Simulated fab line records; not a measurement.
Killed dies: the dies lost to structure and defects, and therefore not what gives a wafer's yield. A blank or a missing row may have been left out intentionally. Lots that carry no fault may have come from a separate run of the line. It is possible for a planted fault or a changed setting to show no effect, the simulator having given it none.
Which tool was responsible? -- flow rit_cmos -- 14 lots, 42 wafers sampled, at 5 steps of a route of 202

## WHAT THE GAUGES READ, wafer by wafer
RIT_FOX2_THK_MEAS_01.
lot,measured,on,FOX2_OXIDE_THK (nm)
L640,day 1 18:49,film_metro-04,353 357 352
L641,day 2 01:13,film_metro-04,350 351 354
L642,day 2 07:50,film_metro-04,344 351 352
L644,day 2 16:41,film_metro-03,360 361 360
L646,day 3 02:50,film_metro-04,352 352 355
L647,day 3 06:47,film_metro-01,349 353 352
L648,day 3 11:04,film_metro-03,349 353 353
L649,day 3 17:25,film_metro-03,342 345 343
L650,day 3 20:58,film_metro-01,350 347 348
L652,day 4 07:52,film_metro-04,345 339 352
L658,day 5 15:42,film_metro-04,347 349 351
L660,day 6 00:04,film_metro-04,356 353 355
L662,day 6 10:26,film_metro-01,347 345 346
L663,day 6 15:59,film_metro-04,363 359 358

RIT_FOX2_THK_MEAS_91.
lot,measured,on,FIELD_OXIDE_LEFT_2_THK (nm)
L640,day 2 08:47,film_metro-04,258 261 256
L641,day 2 14:31,film_metro-01,253 255 258
L642,day 2 22:34,film_metro-03,249 255 256
L644,day 3 06:43,film_metro-04,264 265 265
L646,day 3 16:29,film_metro-01,256 256 258
L647,day 3 20:35,film_metro-01,254 257 257
L648,day 4 00:25,film_metro-04,253 257 256
L649,day 4 06:39,film_metro-03,246 249 247
L650,day 4 10:22,film_metro-03,254 250 253
L652,day 4 21:46,film_metro-01,251 244 257
L658,day 6 06:11,film_metro-04,253 255 257
L660,day 6 13:34,film_metro-01,260 257 260
L662,day 7 00:20,film_metro-04,250 248 250
L663,day 7 06:35,film_metro-04,267 263 262

RIT_GATE_THK_MEAS_09.
lot,measured,on,GATE_POLY_THK (nm)
L640,day 2 13:50,film_metro-03,249.3 251.3 251.2
L641,day 2 17:43,film_metro-01,251.4 251.6 252.3
L642,day 3 01:38,film_metro-01,253.7 253.0 252.6
L644,day 3 09:47,film_metro-01,250.6 251.0 251.0
L646,day 3 19:49,film_metro-01,251.5 252.7 252.9
L647,day 3 23:39,film_metro-04,244.4 247.0 248.5
L648,day 4 05:20,film_metro-03,248.7 249.1 251.5
L649,day 4 11:41,film_metro-04,264.3 264.6 263.9
L650,day 4 14:48,film_metro-04,267.3 266.1 265.1
L652,day 5 00:50,film_metro-03,248.0 247.2 247.7
L658,day 6 09:15,film_metro-01,253.2 253.8 252.5
L660,day 6 17:56,film_metro-01,248.7 249.5 248.8
L662,day 7 04:31,film_metro-04,253.6 254.8 251.5
L663,day 7 12:32,film_metro-04,254.6 256.0 257.2

## EACH LOT AND THE TOOL THAT RAN IT (in order: tool; ch and the chambers of the sampled wafers; start)
lot,RIT_PRETRO_STRIP_09,RIT_GATE_CVD_08
L640,"plasma_asher-02 ch 0,1, day 2 08:05","lpcvd-02 ch 1, day 2 12:13"
L641,"plasma_asher-04 ch 0,1, day 2 13:53","lpcvd-01 ch 1, day 2 16:05"
L642,"plasma_asher-03 ch 0,1, day 2 21:54","lpcvd-02 ch 0, day 3 00:01"
L644,"plasma_asher-03 ch 0,1, day 3 06:03","lpcvd-02 ch 0, day 3 08:10"
L646,"plasma_asher-03 ch 0,1, day 3 15:49","lpcvd-02 ch 0, day 3 18:11"
L647,"plasma_asher-02 ch 0,1, day 3 19:58","lpcvd-01 ch 0, day 3 22:01"
L648,"plasma_asher-03 ch 0,1, day 3 23:48","lpcvd-02 ch 1, day 4 02:53"
L649,"plasma_asher-02 ch 0,1, day 4 05:59","lpcvd-02 ch 1, day 4 10:02"
L650,"plasma_asher-03 ch 0,1, day 4 09:44","lpcvd-02 ch 1, day 4 13:09"
L652,"plasma_asher-04 ch 0,1, day 4 21:07","lpcvd-01 ch 1, day 4 23:13"
L658,"plasma_asher-04 ch 1, day 6 05:32","lpcvd-01 ch 1, day 6 07:38"
L660,"plasma_asher-04 ch 0,1, day 6 12:56","lpcvd-01 ch 1, day 6 16:18"
L662,"plasma_asher-02 ch 0,1, day 6 23:43","lpcvd-01 ch 1, day 7 02:52"
L663,"plasma_asher-02 ch 0,1, day 7 05:55","lpcvd-02 ch 0, day 7 10:55"
- RIT_PRETRO_STRIP_09: strips in O2, time 180 s.
- RIT_GATE_CVD_08: deposits poly-Si from SiH4, target thk 250 nm, time 2220 s.

## WHAT THE TOOLS THEMSELVES READ (means of the sampled wafers that have a number; where no wafer has one, the mark that the record gives instead)
RIT_PRETRO_STRIP_09.
lot,tool,drypump_motor_current_A (A)
L640,plasma_asher-02,5.8
L641,plasma_asher-04,5.7
L642,plasma_asher-03,5.8
L644,plasma_asher-03,5.8
L646,plasma_asher-03,5.4
L647,plasma_asher-02,5.2
L648,plasma_asher-03,5.4
L649,plasma_asher-02,5.8
L650,plasma_asher-03,5.7
L652,plasma_asher-04,5.5
L658,plasma_asher-04,5.2
L660,plasma_asher-04,5.7
L662,plasma_asher-02,5.2
L663,plasma_asher-02,5.8

RIT_GATE_CVD_08.
lot,tool,spike_tc_load_C (C),susceptor_temp_C (C)
L640,lpcvd-02,634,610.4
L641,lpcvd-01,637,609.6
L642,lpcvd-02,626,609.8
L644,lpcvd-02,625,610.0
L646,lpcvd-02,626,610.1
L647,lpcvd-01,630,609.4
L648,lpcvd-02,635,610.0
L649,lpcvd-02,635,610.0
L650,lpcvd-02,635,610.1
L652,lpcvd-01,636,610.0
L658,lpcvd-01,636,609.6
L660,lpcvd-01,637,609.8
L662,lpcvd-01,637,610.2
L663,lpcvd-02,625,610.0

## THE ANSWER, worked out from the rows above alone
Rule: the usual values come from the lots themselves. The widest of any qualifying gaps counts: lots, ordered by their means at a reading, are off when they make up no more than a third of the lots, leave a main group of 4 or more, and stand apart from it by 3 or more times the standard deviation of that group's means. A main group whose means are all the same, to the digits that the tables above print for the reading, isn't used. Also off: a lot with no number at a reading for which 4 or more lots have one. Any other lot the step has rows for is counted as sound. After the gauges, taken in route order, come the tools' own readings; for these a lot's mean is taken, as printed above. The first step at which some lot is off is used, and at that step the reading that is off furthest; a lot without a number counts as furthest.
Off: L649, L650, seen at RIT_GATE_THK_MEAS_09 (GATE_POLY_THK). For the main group the mean is 251.2 nm and the standard deviation 2.5.
If a tool, at a process step before that reading, ran all the lots that are off and no sound lot after the first of them, it fits. Gauges at RIT_GATE_THK_MEAS_09: tried the same way as those tools. Of those tried, none fits.

## WHAT THE SIMULATOR PUT IN
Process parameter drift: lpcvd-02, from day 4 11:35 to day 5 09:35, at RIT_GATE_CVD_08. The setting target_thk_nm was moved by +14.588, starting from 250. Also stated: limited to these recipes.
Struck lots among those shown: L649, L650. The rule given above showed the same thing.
